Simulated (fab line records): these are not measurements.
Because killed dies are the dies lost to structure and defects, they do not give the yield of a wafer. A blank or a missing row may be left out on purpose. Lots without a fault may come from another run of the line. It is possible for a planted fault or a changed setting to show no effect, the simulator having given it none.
fab line records    flow berkeleyCmos170
[record] lots = 5  wafers = 23
route steps=331 shown M2@289 M3@327
startH: hours from the record's opening day to when the first of the lot's shown wafers began    waitH: how many hours have passed since the lot's step before this one    " the same as in the row above    L1.1+2: a row that stands for several wafers    - no value, or no start was given    * or withheld: withheld    < > ~ a bound
route shown NAME@n: NAME is a module with steps in the file, n the number in the route of the first one    usual: mean and standard deviation over wafers with no fault    same: alike in all rows    chamber/n: place in a boat    sites: readings site by site    _std_site: the standard deviation of these    _edge_site: inner sites' mean taken away from outer sites' mean    radiusMm: for every site, how far away it sits from the centre of the wafer    mask NAME#n: copy n    behind: the last tool/chamber to shape the wafer    hold: why the lot was held/for how many hours/how that ended    device: the n, p or np transistor that did not switch    end of line: tests run on the same wafers once the route is complete    for a step that has no rows: nothing shown but its recipe    killed: the dies lost at the first sort to structure and to defects; this is not the yield of the wafer    map: the dies of a wafer, with x for killed, . for not killed, _ for no die there
set.NAME: the setting that was run; set.NAME@STEP: the one run at that earlier step    model.NAME: the simulator's own value behind a step, which no gauge read
lots whose settings were changed on purpose; a table a step, a row a wafer
[[steps]]
[step UCB170_M2_METAL_ETCH_18]
[recipe] chemistry = Cl2/BCl3  target = Al  stopOn = SiO2  pressureMtorr = 12  targetDepthA = 11700  overEtchFrac = 0.3  timeS = 195  icpW = 600  biasW = 120  Cl2_flow_sccm = 90  bcl3FlowSccm = 45
lot.wafer  tool         chamber  startH  waitH  set.timeS  model.KrF_of_M2_COAT_10.thkNm  model.SiO2_of_V1_CVD_00.thkNm
L076.1     rieMetal-04  0        165.93  -      195        194.8                          935.9
L076.2     "            1        "       "      195        201.3                          938.3
L076.3     "            1        "       "      195        201.3                          936.3
L076.4     "            0        "       "      195        192.8                          935.1
L076.5     "            1        "       "      195        195.8                          937
L078.1     rieMetal-01  0        182.76  -      195        187.3                          937.1
L078.4     "            0        "       "      195        186.2                          937.1
L078.6     "            0        "       "      195        189.8                          936.4
L081.1     rieMetal-04  1        191.40  -      204.6      160.3                          934.7
L081.2     "            1        "       "      204.6      158.3                          934.3
L081.3     "            1        "       "      195        195.2                          936.3
L081.5     "            1        "       "      195        193.8                          936.9
L081.6     "            1        "       "      204.6      165.7                          934.9
L084.1     rieMetal-04  0        203.24  -      213.1      132.9                          929.5
L084.2     "            1        "       "      195        208.2                          937.2
L084.3     "            0        "       "      195        194.9                          935.4
L084.5     "            0        "       "      213.1      128.3                          929.9
L084.6     "            1        "       "      195        203.8                          936.8
L085.2     rieMetal-01  1        212.83  -      195        199.3                          935.6
L085.3     "            1        "       "      217        121                            930.1
L085.4     "            0        "       "      217        113.5                          929.6
L085.5     "            0        "       "      195        190                            936.3
L085.6     "            1        "       "      195        197.2                          935.1
[step UCB170_M2_STRIP_19]
[recipe] chemistry = O2  powerW = 400  pressureMtorr = 3500  platenTempC = withheld  o2FlowSccm = 400  overashFraction = 0.5
[usual] oesProductAu = 0.534/0.01
lot.wafer  tool            chamber  startH  waitH  set.timeS@M2_METAL_ETCH_18  oesProductAu
L076.1     plasmaAsher-03  0        166.18  0.2    195                         0.529
L076.2     "               1        "       "      195                         0.539
L076.3     "               0        "       "      195                         0.531
L076.4     "               1        "       "      195                         0.519
L076.5     "               1        "       "      195                         0.524
L078.1     plasmaAsher-02  0        182.94  0.1    195                         0.518
L078.4     "               1        "       "      195                         0.518
L078.6     "               0        "       "      195                         0.524
L081.1     plasmaAsher-03  1        191.78  0.3    204.6                       0.492
L081.2     "               0        "       "      204.6                       0.487
L081.3     "               1        "       "      195                         0.531
L081.5     "               1        "       "      195                         0.525
L081.6     "               0        "       "      204.6                       0.497
L084.1     plasmaAsher-01  0        203.43  0.1    213.1                       0.457
L084.2     "               1        "       "      195                         0.538
L084.3     "               0        "       "      195                         0.532
L084.5     "               1        "       "      213.1                       0.453
L084.6     "               0        "       "      195                         0.533
L085.2     plasmaAsher-02  1        213.01  0.1    195                         0.534
L085.3     "               1        "       "      217                         0.442
L085.4     "               0        "       "      217                         0.438
L085.5     "               0        "       "      195                         0.521
L085.6     "               1        "       "      195                         0.532
[step UCB170_M3_METAL_ETCH_18]
[recipe] chemistry = Cl2/BCl3  target = Al  stopOn = SiO2  pressureMtorr = 12  targetDepthA = 11700  overEtchFrac = 0.3  timeS = 195  icpW = 600  biasW = 120  Cl2_flow_sccm = 90  bcl3FlowSccm = 45
[usual] oesProductAu = 0.856/0.013
lot.wafer  tool         chamber  startH  waitH  set.overEtchFrac  oesProductAu  model.KrF_of_M3_COAT_10.thkNm
L076.1     rieMetal-01  0        171.77  -      0.3               0.830         191.1
L076.2     "            1        "       "      0.3               0.850         210.4
L076.3     "            1        "       "      0.2123            0.882         261.7
L076.4     "            0        "       "      0.2123            0.870         240.9
L076.5     "            1        "       "      0.2123            0.893         250.7
L078.1     rieMetal-02  1        188.12  -      0.3               0.846         208.7
L078.4     "            1        "       "      0.3               0.861         207.6
L078.6     "            0        "       "      0.3               0.848         213.6
L081.1     rieMetal-03  0        197.37  -      0.3               0.855         208.2
L081.2     "            1        "       "      0.3               0.881         175.8
L081.3     "            1        "       "      0.3               0.880         176.8
L081.5     "            1        "       "      0.3               0.866         179.8
L081.6     "            0        "       "      0.3               0.860         209.7
L084.1     rieMetal-01  0        208.56  -      0.3               0.843         191.7
L084.2     "            1        "       "      0.3               0.855         203.1
L084.3     "            0        "       "      0.2382            0.863         227.3
L084.5     "            1        "       "      0.2382            0.876         235.2
L084.6     "            0        "       "      0.3               0.834         192.4
L085.2     rieMetal-02  1        219.04  -      0.3               0.850         213.2
L085.3     "            0        "       "      0.3               0.843         209.3
L085.4     "            1        "       "      0.223             0.892         250.1
L085.5     "            0        "       "      0.3               0.852         218
L085.6     "            1        "       "      0.223             0.878         253.3
[step UCB170_M3_STRIP_19]
[recipe] chemistry = O2  powerW = 400  pressureMtorr = 3500  platenTempC = withheld  o2FlowSccm = 400  overashFraction = 0.5
[usual] oesProductAu = 0.531/0.018
lot.wafer  tool            chamber  startH  waitH  set.overEtchFrac@M3_METAL_ETCH_18  oesProductAu
L076.1     plasmaAsher-04  1        171.95  0.1    0.3                                0.526
L076.2     "               0        "       "      0.3                                0.543
L076.3     "               0        "       "      0.2123                             0.595
L076.4     "               1        "       "      0.2123                             0.569
L076.5     "               1        "       "      0.2123                             0.581
L078.1     plasmaAsher-04  1        188.31  0.1    0.3                                0.543
L078.4     "               1        "       "      0.3                                0.541
L078.6     "               0        "       "      0.3                                0.536
L081.1     plasmaAsher-02  0        197.55  0.1    0.3                                0.537
L081.2     "               1        "       "      0.3                                0.508
L081.3     "               0        "       "      0.3                                0.503
L081.5     "               1        "       "      0.3                                0.511
L081.6     "               0        "       "      0.3                                0.543
L084.1     plasmaAsher-01  0        208.75  0.1    0.3                                0.515
L084.2     "               1        "       "      0.3                                0.541
L084.3     "               0        "       "      0.2382                             0.558
L084.5     "               0        "       "      0.2382                             0.569
L084.6     "               1        "       "      0.3                                0.525
L085.2     plasmaAsher-02  1        219.22  0.1    0.3                                0.539
L085.3     "               0        "       "      0.3                                0.533
L085.4     "               1        "       "      0.223                              0.587
L085.5     "               1        "       "      0.3                                0.547
L085.6     "               0        "       "      0.223                              0.590
[[key]]
[split] step = UCB170_M2_METAL_ETCH_18  setting = timeS  stated = 195  by = wafer
[response] step = UCB170_M2_METAL_ETCH_18  reading = model.KrF_of_M2_COAT_10.thkNm  change = -7.2  per = 1%  r = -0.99
[response] step = UCB170_M2_METAL_ETCH_18  reading = model.SiO2_of_V1_CVD_00.thkNm  change = -0.58  per = 1%  r = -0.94
[response] step = UCB170_M2_STRIP_19  reading = oesProductAu  change = -0.00805  per = 1%  r = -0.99
[split] step = UCB170_M3_METAL_ETCH_18  setting = overEtchFrac  stated = 0.3  by = wafer
[response] step = UCB170_M3_METAL_ETCH_18  reading = oesProductAu  change = -0.00139  per = 1%  r = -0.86
[response] step = UCB170_M3_METAL_ETCH_18  reading = model.KrF_of_M3_COAT_10.thkNm  change = -1.64  per = 1%  r = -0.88
[response] step = UCB170_M3_STRIP_19  reading = oesProductAu  change = -0.00174  per = 1%  r = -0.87
